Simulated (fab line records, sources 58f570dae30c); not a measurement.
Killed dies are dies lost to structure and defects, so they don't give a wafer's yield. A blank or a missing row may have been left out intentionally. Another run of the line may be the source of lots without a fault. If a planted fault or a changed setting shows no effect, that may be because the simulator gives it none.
A struck lot beside a sound one :: flow berkeley_cmos170 :: 15 steps out of a route of 331
Sound: the wafers L209.1, L209.2, L209.5. Wafers struck: L218.2, L218.3, L218.6. The cause is given at the end.
For every step that has rows: the tool of each side, followed by ch and its chambers, followed by its first start. Under that, the readings that differ: sound wafers :: struck wafers :: difference of the means :: sigmas: that difference in standard deviations of wafers without a fault.
alike: same words and numbers on both sides, and readings whose means sit less than 2 such deviations apart. not compared: any withheld reading, any reading some wafer has no value for, any bound like >300 that may hide the same value, and any number with overlapping values for which the record gives no deviation.
A row with sigmas, a row that says differs or no value, or rows on one side alone: a step with any of these is where the two part. Numbers that don't overlap but have no deviation are shown without sigmas and don't part them. Lack of a reading on every wafer of one side parts them only where that side has two or more wafers.

UCB170_NSD_CD_MEAS_06: the cd target is 1200 nm.
  struck on cd_sem-01, day 9 10:09; sound on cd_sem-02, day 7 06:35
  alike: cd_nm
UCB170_NSD_OVL_MEAS_07:
  struck on overlay-02, day 9 10:16; sound on overlay-01, day 7 06:43
  alike: NSD_OVL
following that, these wafers have no rows for 1 step: UCB170_NSD_IMPLANT_08.
UCB170_NSD_STRIP_09: strips in O2.
  sound on plasma_asher-04 ch 0,1, day 7 06:53; struck on plasma_asher-04 ch 0,1, day 9 10:26
  alike: chamber_pressure_mTorr, drypump_motor_current_A, oes_product_au, strip_time_to_endpoint_s
  not compared: rf_hours_counter_h
UCB170_NSD_TW_MEAS_10:
  struck on film_metro-04, day 9 10:33; sound on film_metro-03, day 7 06:59
  alike: NSD_TW
then, 4 steps without rows for these wafers: UCB170_NSD_CLEAN_11 (cleans in SPM, time 600 s); UCB170_BACKSIDE_HMDS_00 (prime time 60 s); UCB170_BACKSIDE_COAT_01 (resist thk 900 nm); UCB170_BACKSIDE_SOFTBAKE_02 (time 60 s).
UCB170_BACKSIDE_STRIP_03: strips in O2.
  sound on plasma_asher-03 ch 0,1, day 7 07:59; struck on plasma_asher-02 ch 0,1, day 9 11:13
reading: strip_time_to_endpoint_s (s)
sound: 22.13 22.11 22.13
struck: 21.97 22.00 21.95
difference: -0.15
sigmas: -2
  alike: chamber_pressure_mTorr, drypump_motor_current_A, oes_product_au
  not compared: rf_hours_counter_h
then, 1 step without rows for these wafers: UCB170_BACKSIDE_CLEAN_04 (cleans in SPM, time 600 s).
UCB170_SDANNEAL_RTA_00: time 10 s.
  sound on rtp_anneal-02 ch 0, day 7 08:15; struck on rtp_anneal-02 ch 0, day 9 11:37
  alike: lamp_power_pct, wafer_temp_C_max
UCB170_SDANNEAL_RTA_01: time 5 s.
  sound on rtp_anneal-02 ch 0, day 7 08:19; struck on rtp_anneal-02 ch 0, day 9 11:44
  alike: lamp_power_pct, wafer_temp_C_max
UCB170_SDANNEAL_RS_MEAS_02: measurement is done with a four-point probe.
  struck on film_metro-02, day 9 12:13; sound on film_metro-02, day 7 08:23
reading: PSD_RS (ohm/sq)
sound: 75.4 75.4 75.2
struck: 105.7 104.9 105.2
difference: +29.9
sigmas: +91
  not compared: hold
UCB170_M3_PROBE_99:
  sound wafers here have rows in the record (prober-01, day 8 08:56); struck ones have none

== WHERE THEY PART ==
At UCB170_BACKSIDE_STRIP_03 first; at UCB170_M3_PROBE_99 last (within this record only).

WHY: what the simulator had put in
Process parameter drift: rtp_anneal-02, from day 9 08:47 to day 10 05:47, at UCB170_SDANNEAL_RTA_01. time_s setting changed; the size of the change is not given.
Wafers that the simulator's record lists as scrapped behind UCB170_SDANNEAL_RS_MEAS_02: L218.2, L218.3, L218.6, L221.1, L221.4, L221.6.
